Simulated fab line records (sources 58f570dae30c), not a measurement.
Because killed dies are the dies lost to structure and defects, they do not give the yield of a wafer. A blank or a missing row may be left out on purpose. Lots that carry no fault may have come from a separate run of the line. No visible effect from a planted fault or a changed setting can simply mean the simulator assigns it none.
fab line records    flow berkeley-cmos170
record lots=15  wafers=45  last-day=12
route steps=331 shown V2@294
lots untouched by any fault: they come from a run of this same line in which no faults occurred
start-h: start of the lot's first displayed wafer, in hours after the record's first day    wait-h: how many hours have passed since the lot's step before this one    " unchanged from the row above    L1.1+2: one row covering several wafers at once    - either no value or no given start    * or withheld: withheld    < > ~ a bound
route shown NAME@n: NAME is a module with steps in the file, n the number in the route of the first one    usual: mean/standard deviation of fault-free wafers    same: alike in all rows    chamber/n: place in a boat    sites: readings site by site    _std_site: the standard deviation of these    _edge_site: the outer-site mean with the inner-site mean subtracted    radius-mm: how far each site lies from the wafer's centre    mask NAME#n: copy n    behind: the last tool/chamber to shape the wafer    hold: the reason the lot was held/the length of the hold in hours/how it ended    device: which transistor (n, p or np) failed to switch    end of line: the same wafers' tests at the end of the route    a step with no rows: only its recipe    killed: the dies lost at the first sort to structure and to defects; this is not the yield of the wafer    map: a wafer's dies, marking killed ones x, the rest . and places with no die _
set.NAME: setting as actually run; set.NAME@STEP: the setting as run at that earlier step    model.NAME: the simulator's own value behind a step, which no gauge read
steps of the route over a sample of lots; a table a step, a row a wafer
services: when a tool's chamber went out of use (start-h, in hours from the record's first day, below 0 if earlier), for how many hours, and the reason
## steps
# step UCB170_V2_CMP_02
# recipe material=SiO2  down-force-psi=6  platen-rpm=60  pad-velocity-m-s=0.75398
# usual edge-zone-pressure-frac=0.999/0.0051  head-pressure-psi=6.000/0.013  motor-current-A=16.8/1.8
lot.wafer  tool    chamber  start-h  wait-h  edge-zone-pressure-frac  head-pressure-psi  motor-current-A
L676.1     cmp-02  1        169.20   0.1     1.009                    6.025              19.2
L676.3     "       3        "        "       1.003                    5.965              16.8
L676.6     "       2        "        "       0.999                    6.005              14.8
L674.1     cmp-01  3        169.46   0.1     1.004                    5.987              19.6
L674.2     "       1        "        "       1.013                    6.011              13.9
L674.5     "       3        "        "       0.998                    6.008              19.8
L685.4     cmp-01  3        210.01   0.1     0.995                    6.013              18.0
L685.1     "       1        "        "       1.004                    5.995              14.2
L685.5     "       3        "        "       1.002                    5.995              19.3
L683.2     cmp-02  1        210.05   0.1     -                        -                  -
L683.4     "       3        "        "       -                        -                  -
L683.6     "       1        "        "       -                        -                  -
L684.1     cmp-01  1        210.26   0.2     -                        -                  -
L684.3     "       2        "        "       -                        -                  -
L684.6     "       2        "        "       -                        -                  -
L682.2     cmp-02  3        210.35   0.2     -                        -                  -
L682.1     "       1        "        "       -                        -                  -
L682.5     "       3        "        "       -                        -                  -
L686.1     cmp-01  3        210.56   0.3     1.003                    6.001              19.0
L686.4     "       1        "        "       1.001                    6.024              13.7
L686.6     "       0        "        "       0.989                    6.020              16.8
L687.1     cmp-01  3        230.55   0.1     0.993                    5.997              17.8
L687.2     "       0        "        "       1.002                    5.995              16.5
L687.4     "       1        "        "       0.997                    6.011              14.3
L691.3     cmp-01  1        235.72   0.2     0.998                    5.982              14.3
L691.2     "       2        "        "       1.000                    6.017              16.9
L691.6     "       1        "        "       1.002                    5.996              13.9
L693.1     cmp-01  2        240.68   0.1     0.997                    6.011              17.3
L693.4     "       3        "        "       1.002                    5.992              18.6
L693.5     "       0        "        "       0.998                    6.000              17.4
L694.4     cmp-01  1        243.25   0.1     1.000                    6.003              14.2
L694.2     "       2        "        "       0.999                    6.015              16.5
L694.6     "       3        "        "       0.995                    6.022              18.6
L692.1     cmp-01  2        247.26   0.1     0.992                    5.995              17.0
L692.2     "       3        "        "       0.999                    5.998              19.5
L692.6     "       1        "        "       0.998                    6.009              14.4
L695.4     cmp-01  0        261.30   0.0     1.001                    5.984              16.4
L695.2     "       1        "        "       0.995                    6.002              13.8
L695.1     "       3        "        "       0.992                    6.003              19.2
L697.3     cmp-01  0        267.18   0.1     1.004                    5.993              17.0
L697.4     "       1        "        "       0.990                    5.999              13.8
L697.6     "       3        "        "       0.998                    6.000              18.7
L696.1     cmp-01  2        267.73   0.5     0.996                    5.992              16.5
L696.5     "       1        "        "       1.004                    5.999              14.2
L696.6     "       2        "        "       0.996                    5.971              17.5
# step UCB170_V2_THK_MEAS_04
# recipe reads=SiO2_of_V2_CVD_00
# usual V2_POLISHED_THK=999.9/1.3
lot.wafer  tool           chamber  start-h  wait-h  V2_POLISHED_THK[nm]
L676.1     film-metro-03  -        169.62   0.1     1000.8
L676.3     "              -        "        "       1000.4
L676.6     "              -        "        "       1000.9
L674.1     film-metro-04  -        169.88   0.1     1004.1
L674.2     "              -        "        "       1001.7
L674.5     "              -        "        "       1000.6
L685.1     film-metro-03  -        210.39   0.1     1000.3
L685.4     "              -        "        "       1001.6
L685.5     "              -        "        "       999.8
L683.2     film-metro-04  -        210.43   0.1     1986.4
L683.4     "              -        "        "       2024.6
L683.6     "              -        "        "       2018.0
L684.1     film-metro-02  -        210.68   0.1     1995.6
L684.3     "              -        "        "       1979.0
L684.6     "              -        "        "       2018.7
L682.1     film-metro-03  -        210.72   0.1     2013.6
L682.2     "              -        "        "       2008.0
L682.5     "              -        "        "       2011.8
L686.1     film-metro-04  -        210.98   0.1     1001.0
L686.4     "              -        "        "       1001.9
L686.6     "              -        "        "       998.7
L687.1     film-metro-02  -        230.97   0.1     999.4
L687.2     "              -        "        "       998.4
L687.4     "              -        "        "       1001.6
L691.2     film-metro-04  -        236.15   0.1     998.1
L691.3     "              -        "        "       1001.9
L691.6     "              -        "        "       999.3
L693.1     film-metro-03  -        241.00   0.1     1000.3
L693.4     "              -        "        "       1001.2
L693.5     "              -        "        "       998.2
L694.2     film-metro-04  -        243.58   0.1     998.0
L694.4     "              -        "        "       1000.1
L694.6     "              -        "        "       999.4
L692.1     film-metro-03  -        247.58   0.1     998.5
L692.2     "              -        "        "       999.8
L692.6     "              -        "        "       1001.3
L695.1     film-metro-04  -        261.72   0.1     1002.0
L695.2     "              -        "        "       1002.5
L695.4     "              -        "        "       1000.3
L697.3     film-metro-02  -        267.52   0.1     998.1
L697.4     "              -        "        "       1000.8
L697.6     "              -        "        "       1001.7
L696.1     film-metro-02  -        268.10   0.1     1001.4
L696.5     "              -        "        "       1002.4
L696.6     "              -        "        "       1001.4
# step UCB170_V2_ETCH_14
# recipe chemistry=CHF3/CF4/Ar  target=SiO2  stop-on=Al  CHF3_flow_sccm=45  cf4-flow-sccm=15  Ar_flow_sccm=150  pressure-mtorr=200  rf-w=700  target-depth-a=12500  over-etch-frac=0.25  time-s=291
# usual drypump-motor-current-A=5.5/0.59  oes-product-au=0.874/0.011  throttle-valve-pct=6.94/0.11
lot.wafer  tool         chamber  start-h  wait-h  drypump-motor-current-A  oes-product-au  rf-hours-counter-h  throttle-valve-pct
L676.1     rie-diel-02  3        172.25   0.0     6.4                      0.870           123                 6.96
L676.3     "            1        "        "       4.8                      0.879           12                  6.92
L676.6     "            2        "        "       6.3                      0.878           -                   6.91
L674.1     rie-diel-04  1        172.41   0.0     5.4                      0.891           17                  6.90
L674.2     "            3        "        "       4.9                      0.867           29                  6.90
L674.5     "            0        "        "       5.4                      0.878           -                   7.07
L685.1     rie-diel-04  0        212.06   0.0     5.4                      0.873           7                   7.07
L685.4     "            2        "        "       5.7                      0.893           53                  6.94
L685.5     "            0        "        "       5.4                      0.872           -                   7.06
L683.2     rie-diel-02  1        212.14   0.0     4.7                      1.615           14                  6.95
L683.4     "            0        "        "       6.2                      1.634           -                   7.17
L683.6     "            3        "        "       6.4                      1.620           -                   7.01
L684.1     rie-diel-01  3        212.41   0.0     6.0                      1.592           8                   6.79
L684.3     "            2        "        "       5.1                      1.676           2                   7.10
L684.6     "            0        "        "       5.5                      1.629           -                   6.98
L682.1     rie-diel-04  1        212.78   0.0     5.4                      1.689           19                  6.93
L682.2     "            3        "        "       4.8                      1.620           31                  6.94
L682.5     "            3        "        "       4.9                      1.627           -                   6.95
L686.1     rie-diel-02  1        213.14   0.0     4.8                      0.891           14                  6.91
L686.4     "            0        "        "       6.2                      0.873           -                   7.12
L686.6     "            3        "        "       6.4                      0.868           -                   6.98
L687.1     rie-diel-02  0        232.61   0.0     6.2                      0.871           35                  7.13
L687.2     "            1        "        "       4.8                      0.873           15                  6.91
L687.4     "            3        "        "       6.4                      0.868           126                 6.97
L691.2     rie-diel-04  0        237.47   0.0     5.4                      0.875           9                   7.06
L691.3     "            1        "        "       5.4                      0.889           20                  6.89
L691.6     "            3        "        "       4.8                      0.865           -                   6.91
L693.1     rie-diel-02  0        242.60   0.0     6.2                      0.876           35                  7.13
L693.4     "            2        "        "       6.3                      0.866           1                   6.92
L693.5     "            0        "        "       6.2                      0.876           -                   7.13
L694.2     rie-diel-01  3        247.33   0.0     6.0                      0.858           10                  6.75
L694.4     "            1        "        "       4.6                      0.865           -                   6.83
L694.6     "            2        "        "       5.1                      0.876           -                   7.06
L692.1     rie-diel-02  3        249.85   0.0     6.4                      0.881           127                 6.96
L692.2     "            0        "        "       6.2                      0.886           36                  7.14
L692.6     "            1        "        "       4.8                      0.877           -                   6.94
L695.1     rie-diel-04  1        262.97   0.0     5.4                      0.885           22                  6.91
L695.2     "            0        "        "       5.4                      0.873           10                  7.07
L695.4     "            3        "        "       4.8                      0.870           34                  6.90
L697.3     rie-diel-01  0        269.37   0.0     5.6                      0.868           0                   6.93
L697.4     "            3        "        "       6.1                      0.858           11                  6.76
L697.6     "            0        "        "       5.6                      0.873           -                   6.93
L696.1     rie-diel-01  3        270.46   0.0     6.0                      0.859           11                  6.75
L696.5     "            3        "        "       6.0                      0.850           -                   6.73
L696.6     "            0        "        "       5.6                      0.869           -                   6.95
## services
tool         chamber  start-h  hours  kind
rie-diel-01  2        151.58   -      clean
rie-diel-01  2        151.58   19.2   scheduled-down
rie-diel-01  2        151.58   19.2   vent-cycle
cmp-01       -        157.05   2.2    repair
cmp-02       -        164.08   1.0    repair
rie-diel-01  0        164.97   5.3    repair
cmp-01       -        179.77   6.8    pm
rie-diel-02  2        187.91   -      clean
rie-diel-02  2        187.91   29.6   scheduled-down
rie-diel-02  2        187.91   29.6   vent-cycle
rie-diel-01  -        198.35   0.2    repair
cmp-02       -        232.00   4.0    pm
cmp-02       -        236.00   -      consumable-replace:conditioner
cmp-02       -        236.00   -      consumable-replace:pad
cmp-02       -        236.00   15.3   pm
rie-diel-01  0        239.21   -      clean
rie-diel-01  0        239.21   20.1   scheduled-down
rie-diel-01  0        239.21   20.1   vent-cycle
rie-diel-02  -        252.77   4.3    pm
rie-diel-04  0        252.95   3.3    repair
cmp-02       -        261.29   4.3    repair
cmp-02       -        265.64   5.2    pm
## key
first-sign step=UCB170_V2_CMP_02  reading=tool-record  direction=missing
effect step=UCB170_V2_THK_MEAS_04  reading=V2_POLISHED_THK  direction=up  sigmas=99+  usual=999.9  struck=2006.2
effect step=UCB170_V2_ETCH_14  reading=oes-product-au  direction=up  sigmas=70  usual=0.874  struck=1.634
met-at UCB170_V2_CMP_02
struck-lots L682,L683,L684
later-rows-left-out L682.1,L682.2,L682.5,L683.2,L683.4,L683.6,L684.1,L684.3,L684.6
sort-left-out L682.1,L682.2,L682.5,L683.2,L683.4,L683.6,L684.1,L684.3,L684.6
onset-between 169.46 210.05
fault kind=skipped-step-whole  tool=cmp-01,cmp-02  chamber=-  onset-h=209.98  steps=UCB170_V2_CMP_02  scope=struck-lots-only
# sort-left-out: the simulated sort isn't trusted on such a fault, so these wafers' sort isn't shown, and their yield isn't known
# later-rows-left-out: the simulator's readings of these wafers behind a module that went badly wrong aren't trusted and aren't shown, but for the sort
